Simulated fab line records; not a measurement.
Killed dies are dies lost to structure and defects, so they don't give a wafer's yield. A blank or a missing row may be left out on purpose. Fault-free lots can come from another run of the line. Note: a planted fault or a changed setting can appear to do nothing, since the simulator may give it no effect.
2 desks looking at one fault + flow berkeley-cmos170 + each desk has only its own numbers; what lay behind them comes last

== AT THE TOOL OWNER'S DESK: litho-track-01 ==
The tool's own readings at UCB170_M1_COAT_04 (resist thk 900 nm): means of the sampled wafers that have a number, for each lot that ran on this tool. If a lot's mean is further than 4 standard deviations from the usual mean, the lot is out of limits and carries the mark OUT (the distance appears in the brackets).
Columns: A = exhaust-pa at UCB170_M1_COAT_04, usual 44.9 Pa; B = spin-speed-rpm at UCB170_M1_COAT_04, usual 1500.0 rpm
| lot  | first seen here | A    | B      |
|------|-----------------|------|--------|
| L273 | day 8 23:00     | 45.7 | 1500.6 |
| L276 | day 9 02:00     | 45.4 | 1500.4 |
| L292 | day 13 09:00    | 44.3 | 1500.5 |
| L293 | day 13 20:00    | 45.1 | 1499.4 |
Finding of this desk: none of the 4 lots has anything out of limits.

== METROLOGY DESK ==
What the gauges read for every lot (on any tool): the sampled wafers with a number, averaged. If a lot's mean is further than 4 standard deviations from the usual mean, the lot is out of limits and carries the mark OUT (the distance appears in the brackets). Of its 8 readings 7 are shown: those that lie furthest out on some lot.
Columns: A = cd-nm at UCB170_CONTACT_CD_MEAS_15, usual 699.7 nm; B = CONTACT_OVL at UCB170_CONTACT_OVL_MEAS_16, usual 0 nm; C = cd-nm at UCB170_CONTACT_CD_MEAS_90, usual 700.0 nm; D = M1_AL_RS at UCB170_M1_RS_MEAS_01, usual 0.0485 ohm/sq; E = cd-nm at UCB170_M1_CD_MEAS_09, usual 700.4 nm; F = M1_OVL at UCB170_M1_OVL_MEAS_10, usual -2 nm; G = cd-nm at UCB170_M1_CD_MEAS_90, usual 701.2 nm
| lot  | first seen here | A     | B  | C     | D      | E     | F  | G     |
|------|-----------------|-------|----|-------|--------|-------|----|-------|
| L273 | day 8 22:22     | 700.0 | -3 | 700.8 | 0.0484 | 702.5 | -1 | 705.8 |
| L271 | day 9 00:34     | 700.2 | -1 | 701.0 | 0.0490 | 699.2 | -1 | 702.0 |
| L276 | day 9 01:17     | 700.5 | 0  | 699.5 | 0.0482 | 698.0 | 2  | 696.9 |
| L292 | day 13 08:08    | 701.6 | 4  | 702.0 | 0.0482 | 700.3 | -3 | 699.5 |
| L293 | day 13 19:39    | 699.5 | 3  | 699.7 | 0.0484 | 701.3 | -5 | 700.0 |
Finding of this desk: none of the 5 lots has anything out of limits.

== BROUGHT TOGETHER ==
The desk of the tool owner found nothing out of limits.
Metrology desk: nothing out of limits seen.

== WHAT THE SIMULATOR HAD PUT IN ==
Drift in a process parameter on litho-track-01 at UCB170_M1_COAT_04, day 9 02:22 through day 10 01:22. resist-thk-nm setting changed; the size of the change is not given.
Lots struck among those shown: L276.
